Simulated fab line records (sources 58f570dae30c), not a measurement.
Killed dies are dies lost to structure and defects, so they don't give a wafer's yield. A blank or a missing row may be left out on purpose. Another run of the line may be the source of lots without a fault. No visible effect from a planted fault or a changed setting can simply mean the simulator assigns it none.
Which of the tools did it? || flow berkeley cmos170 || 14 lots, 42 wafers sampled, at 3 steps of a route of 331

## WHAT THE GAUGES READ, wafer by wafer
UCB170_V1_CD_MEAS_90 targets a cd of 700 nm. Usual: 700.1 nm for cd nm, sd 1.9.
{"lot": "L958", "measured": "day 7 16:16", "on": "cd sem-02", "cd nm (nm)": "701.8 701.2 699.7", "flag": ""}
{"lot": "L957", "measured": "day 7 16:34", "on": "cd sem-02", "cd nm (nm)": "701.6 700.5 702.3", "flag": ""}
{"lot": "L959", "measured": "day 8 00:27", "on": "cd sem-01", "cd nm (nm)": "700.6 700.7 699.6", "flag": ""}
{"lot": "L960", "measured": "day 8 06:04", "on": "cd sem-01", "cd nm (nm)": "698.3 699.4 699.6", "flag": ""}
{"lot": "L961", "measured": "day 8 11:46", "on": "cd sem-02", "cd nm (nm)": "701.5 700.4 699.5", "flag": ""}
{"lot": "L964", "measured": "day 9 00:11", "on": "cd sem-02", "cd nm (nm)": "698.1 703.2 702.5", "flag": ""}
{"lot": "L965", "measured": "day 9 08:29", "on": "cd sem-02", "cd nm (nm)": "700.7 699.3 698.9", "flag": ""}
{"lot": "L971", "measured": "day 10 06:29", "on": "cd sem-01", "cd nm (nm)": "698.3 700.8 698.3", "flag": ""}
{"lot": "L969", "measured": "day 10 06:40", "on": "cd sem-02", "cd nm (nm)": "700.5 698.4 700.9", "flag": ""}
{"lot": "L975", "measured": "day 11 04:44", "on": "cd sem-01", "cd nm (nm)": "699.5 699.6 701.5", "flag": ""}
{"lot": "L976", "measured": "day 11 06:02", "on": "cd sem-02", "cd nm (nm)": "698.5 698.8 701.4", "flag": ""}
{"lot": "L979", "measured": "day 11 21:29", "on": "cd sem-01", "cd nm (nm)": "699.3 699.0 697.9", "flag": ""}
{"lot": "L978", "measured": "day 11 21:49", "on": "cd sem-02", "cd nm (nm)": "698.4 693.9 697.7", "flag": ""}
{"lot": "L980", "measured": "day 12 02:07", "on": "cd sem-01", "cd nm (nm)": "701.3 700.5 699.2", "flag": ""}

## TOOL THAT RAN EACH LOT (tool first, then ch and the chambers of the sampled wafers, then the start)
{"lot": "L958", "UCB170_M1_STRIP_13": "plasma asher-01 ch 0,1, day 7 09:20", "UCB170_V1_CVD_00": "pecvd-02 ch 0,2, day 7 12:50"}
{"lot": "L957", "UCB170_M1_STRIP_13": "plasma asher-02 ch 0,1, day 7 09:38", "UCB170_V1_CVD_00": "pecvd-03 ch 0,1,2, day 7 12:50"}
{"lot": "L959", "UCB170_M1_STRIP_13": "plasma asher-02 ch 0,1, day 7 17:20", "UCB170_V1_CVD_00": "pecvd-03 ch 0,2, day 7 22:17"}
{"lot": "L960", "UCB170_M1_STRIP_13": "plasma asher-02 ch 0,1, day 7 22:01", "UCB170_V1_CVD_00": "pecvd-03 ch 0,1,2, day 8 03:35"}
{"lot": "L961", "UCB170_M1_STRIP_13": "plasma asher-02 ch 0,1, day 8 05:01", "UCB170_V1_CVD_00": "pecvd-02 ch 0,1,2, day 8 09:02"}
{"lot": "L964", "UCB170_M1_STRIP_13": "plasma asher-03 ch 0,1, day 8 15:35", "UCB170_V1_CVD_00": "pecvd-03 ch 0,1,2, day 8 21:52"}
{"lot": "L965", "UCB170_M1_STRIP_13": "plasma asher-03 ch 0,1, day 9 00:49", "UCB170_V1_CVD_00": "pecvd-02 ch 0,2, day 9 05:43"}
{"lot": "L971", "UCB170_M1_STRIP_13": "plasma asher-01 ch 0,1, day 9 22:13", "UCB170_V1_CVD_00": "pecvd-02 ch 0,1, day 10 03:59"}
{"lot": "L969", "UCB170_M1_STRIP_13": "plasma asher-02 ch 0,1, day 9 22:31", "UCB170_V1_CVD_00": "pecvd-03 ch 0,1,2, day 10 04:04"}
{"lot": "L975", "UCB170_M1_STRIP_13": "plasma asher-02 ch 0,1, day 10 20:57", "UCB170_V1_CVD_00": "pecvd-04 ch 0,1,2, day 11 00:11"}
{"lot": "L976", "UCB170_M1_STRIP_13": "plasma asher-02 ch 0,1, day 10 22:50", "UCB170_V1_CVD_00": "pecvd-02 ch 0,1,2, day 11 03:52"}
{"lot": "L979", "UCB170_M1_STRIP_13": "plasma asher-01 ch 0,1, day 11 14:56", "UCB170_V1_CVD_00": "pecvd-03 ch 0,1,2, day 11 19:13"}
{"lot": "L978", "UCB170_M1_STRIP_13": "plasma asher-01 ch 0,1, day 11 15:15", "UCB170_V1_CVD_00": "pecvd-02 ch 0,1, day 11 19:13"}
{"lot": "L980", "UCB170_M1_STRIP_13": "plasma asher-03 ch 0,1, day 11 18:17", "UCB170_V1_CVD_00": "pecvd-04 ch 0,1,2, day 11 23:28"}
- UCB170_M1_STRIP_13: strips in O2.
- UCB170_V1_CVD_00: deposits SiO2 from TEOS/O2, target thk 2000 nm, time 250 s.

## WHAT THE TOOLS THEMSELVES READ (means of the sampled wafers that have a number; where no wafer has one, the mark that the record gives instead)
UCB170_M1_STRIP_13. Usual: drypump motor current A 5.93 A, standard deviation 0.24; oes product au 0.719 a.u., standard deviation 0.0051.
{"lot": "L958", "tool": "plasma asher-01", "drypump motor current A (A)": 5.82, "oes product au (a.u.)": 0.720, "flag": ""}
{"lot": "L957", "tool": "plasma asher-02", "drypump motor current A (A)": 5.95, "oes product au (a.u.)": 0.722, "flag": ""}
{"lot": "L959", "tool": "plasma asher-02", "drypump motor current A (A)": 5.92, "oes product au (a.u.)": 0.722, "flag": ""}
{"lot": "L960", "tool": "plasma asher-02", "drypump motor current A (A)": 5.94, "oes product au (a.u.)": 0.716, "flag": ""}
{"lot": "L961", "tool": "plasma asher-02", "drypump motor current A (A)": 5.92, "oes product au (a.u.)": 0.726, "flag": ""}
{"lot": "L964", "tool": "plasma asher-03", "drypump motor current A (A)": 5.76, "oes product au (a.u.)": 0.714, "flag": ""}
{"lot": "L965", "tool": "plasma asher-03", "drypump motor current A (A)": 5.76, "oes product au (a.u.)": 0.721, "flag": ""}
{"lot": "L971", "tool": "plasma asher-01", "drypump motor current A (A)": 5.83, "oes product au (a.u.)": 0.712, "flag": ""}
{"lot": "L969", "tool": "plasma asher-02", "drypump motor current A (A)": 6.07, "oes product au (a.u.)": 0.715, "flag": ""}
{"lot": "L975", "tool": "plasma asher-02", "drypump motor current A (A)": 5.92, "oes product au (a.u.)": 0.723, "flag": ""}
{"lot": "L976", "tool": "plasma asher-02", "drypump motor current A (A)": 5.92, "oes product au (a.u.)": 0.717, "flag": ""}
{"lot": "L979", "tool": "plasma asher-01", "drypump motor current A (A)": 5.99, "oes product au (a.u.)": 0.723, "flag": ""}
{"lot": "L978", "tool": "plasma asher-01", "drypump motor current A (A)": 5.99, "oes product au (a.u.)": 0.718, "flag": ""}
{"lot": "L980", "tool": "plasma asher-03", "drypump motor current A (A)": 5.91, "oes product au (a.u.)": 0.722, "flag": ""}

UCB170_V1_CVD_00. Usual: 236 W for heater power w, sd 46.
{"lot": "L958", "tool": "pecvd-02", "heater power w (W)": 227, "flag": ""}
{"lot": "L957", "tool": "pecvd-03", "heater power w (W)": 247, "flag": ""}
{"lot": "L959", "tool": "pecvd-03", "heater power w (W)": 200, "flag": ""}
{"lot": "L960", "tool": "pecvd-03", "heater power w (W)": 217, "flag": ""}
{"lot": "L961", "tool": "pecvd-02", "heater power w (W)": 249, "flag": ""}
{"lot": "L964", "tool": "pecvd-03", "heater power w (W)": 222, "flag": ""}
{"lot": "L965", "tool": "pecvd-02", "heater power w (W)": 198, "flag": ""}
{"lot": "L971", "tool": "pecvd-02", "heater power w (W)": 277, "flag": ""}
{"lot": "L969", "tool": "pecvd-03", "heater power w (W)": 239, "flag": ""}
{"lot": "L975", "tool": "pecvd-04", "heater power w (W)": 236, "flag": ""}
{"lot": "L976", "tool": "pecvd-02", "heater power w (W)": 242, "flag": ""}
{"lot": "L979", "tool": "pecvd-03", "heater power w (W)": 217, "flag": ""}
{"lot": "L978", "tool": "pecvd-02", "heater power w (W)": 253, "flag": ""}
{"lot": "L980", "tool": "pecvd-04", "heater power w (W)": 221, "flag": ""}

## THE ANSWER, worked out from the rows above alone
Rule: lot off if the mean of its wafers having a number is beyond 3 standard deviations from the usual mean. Also off: a lot with no number at a reading for which 4 or more lots have one. Any other lot the step has rows for is counted as sound. Order of review: gauges by route order, followed by the tools' own readings, for which a lot's mean as printed above is used. The first step at which some lot is off is used, and at that step the reading that is off furthest; a lot without a number counts as furthest.
None of the lots is off at any reading shown; this tells nothing.

## WHAT WAS PUT IN BY THE SIMULATOR
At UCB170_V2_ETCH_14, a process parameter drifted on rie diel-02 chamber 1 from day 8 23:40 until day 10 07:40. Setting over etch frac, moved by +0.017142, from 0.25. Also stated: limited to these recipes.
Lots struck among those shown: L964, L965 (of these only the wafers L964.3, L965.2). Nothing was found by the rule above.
